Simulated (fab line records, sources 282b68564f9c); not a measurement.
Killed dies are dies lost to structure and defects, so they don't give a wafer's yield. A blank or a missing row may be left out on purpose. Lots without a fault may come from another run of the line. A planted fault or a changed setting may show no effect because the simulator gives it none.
Problem report in the 8D (eight disciplines) form, filled by code | flow rit_cmos | the parts of the form that need people (team, actions taken, sign-off) are left out

1. THE PROBLEM
spin_speed_rpm at RIT_NSD_COAT_01 reads a mean of 3015.5 rpm on 6 wafers of 2 lots; wafers without a fault read 3249.9 rpm with a standard deviation of 2.4. That is -98 standard deviations from the usual mean.
The step: resist thk 1000 nm.
First seen on wafer L301.1, day 4 15:41, on litho_track-01. The record holds 18 wafers of 6 lots with a number at this step. Rule for "out", or "out of limits": more than 4 standard deviations from the usual mean. The other wafers with a number count as sound.

2. WHAT IT IS AND WHAT IT IS NOT
question                    | is                     | is not
which readings at this step | spin_speed_rpm         | -
which lots                  | L301, L303             | L295, L298, L313, L314
which wafers of those lots  | all that have a number | -
read on which tools         | litho_track-01         | litho_track-03
when                        | from day 4 15:41       | up to then (6 sound wafers); but 6 sound wafers of L313, L314 came after

3. SUSPECTS, AND WHAT RULES EACH OUT
Counting: a tool at a process step up to the reading stays a suspect if it ran every lot that is out and no sound lot after the first of them.
- litho_track-01 at RIT_NSD_COAT_01 (resist thk 1000 nm): kept. It ran every lot that is out, first L301 (day 4 15:41), and no sound lot after that; its last sound lot up to then is L298 (day 4 02:44). Its own readings are out on those wafers: spin_speed_rpm.
Left after counting: litho_track-01 at RIT_NSD_COAT_01.

4. THE CAUSE (what the simulator had put in)
Process parameter drift: litho_track-01, from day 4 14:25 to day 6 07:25, at RIT_NSD_COAT_01. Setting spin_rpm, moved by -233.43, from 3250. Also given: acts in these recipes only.
Counting left only this tool.

5. THE CHAIN OF EFFECTS, in route order
Each row: a reading whose mean over the struck wafers that have a number lies more than 3 standard deviations from the usual. Only readings for which the record gives a usual standard deviation are gone through. hours: the time from each lot's start at the first step in this table that gives one to its start at this step, as a median over the lots. sigmas: the change in usual standard deviations.
hours | step            | reading        | usual      | on struck wafers | change | sigmas
0     | RIT_NSD_COAT_01 | spin_speed_rpm | 3249.9 rpm | 3015.5           | -234.4 | -98
The process steps in it:
- RIT_NSD_COAT_01: resist thk 1000 nm.
Later measuring or inspecting steps at which every struck wafer that the step has a row for has a number for every such reading, and none has moved that far: RIT_NSD_OVL_MEAS_06.

6. WHAT WOULD HAVE CAUGHT IT SOONER
In this record the first reading out of limits was taken at day 4 15:41, 1 hour after the fault began at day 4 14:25.
